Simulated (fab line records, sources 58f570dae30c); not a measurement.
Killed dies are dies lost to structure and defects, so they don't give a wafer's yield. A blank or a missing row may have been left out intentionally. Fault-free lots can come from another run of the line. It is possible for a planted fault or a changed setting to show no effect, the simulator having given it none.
Which tool was responsible? | flow berkeley_cmos170 | 7 lots with 21 wafers sampled at 2 steps, on a route of 331 steps

WHAT THE GAUGES SHOWED, per wafer
UCB170_M1_CD_MEAS_09 targets a cd of 700 nm.
lot  | measured     | on        | cd_nm (nm)
L168 | day 7 03:02  | cd_sem-01 | 701.4 699.9 700.4
L170 | day 7 16:23  | cd_sem-01 | 699.0 697.5 696.2
L173 | day 8 00:57  | cd_sem-02 | 702.6 702.5 702.9
L174 | day 8 05:40  | cd_sem-02 | 698.0 697.7 697.1
L178 | day 9 12:31  | cd_sem-02 | 700.4 701.6 700.5
L179 | day 9 19:43  | cd_sem-01 | 700.0 698.9 698.7
L184 | day 11 06:22 | cd_sem-02 | 697.2 688.3 699.0

WHICH TOOL RAN EACH LOT (tool, then ch and the chambers of the sampled wafers, then the start)
lot  | UCB170_M1_EXPOSE_06
L168 | krf_scanner-01 ch 0, day 7 02:38
L170 | krf_scanner-01 ch 0, day 7 16:00
L173 | krf_scanner-01 ch 0, day 8 00:34
L174 | krf_scanner-01 ch 0, day 8 05:16
L178 | krf_scanner-02 ch 0, day 9 12:07
L179 | krf_scanner-01 ch 0, day 9 19:08
L184 | krf_scanner-01 ch 0, day 11 05:44
- UCB170_M1_EXPOSE_06: exposes mask METAL1, target cd 700 nm.

THE ANSWER, worked out from the rows above alone
Rule: what is usual is taken from the lots themselves. Put in order of their means at a reading, lots are off if they are a third of the lots or fewer, leave a main group of 4 or more, and stand apart from it by a gap of 3 or more times the standard deviation of the main group's means; of several such gaps the widest counts. A main group whose means are all the same, to the digits that the tables above print for the reading, isn't used. A lot without any number at a reading at which 4 lots or more have one is off too. All remaining lots with rows at the step are treated as sound.
No lot is off on any of the readings shown, so nothing can be concluded from this.

WHAT THE SIMULATOR HAD PUT IN
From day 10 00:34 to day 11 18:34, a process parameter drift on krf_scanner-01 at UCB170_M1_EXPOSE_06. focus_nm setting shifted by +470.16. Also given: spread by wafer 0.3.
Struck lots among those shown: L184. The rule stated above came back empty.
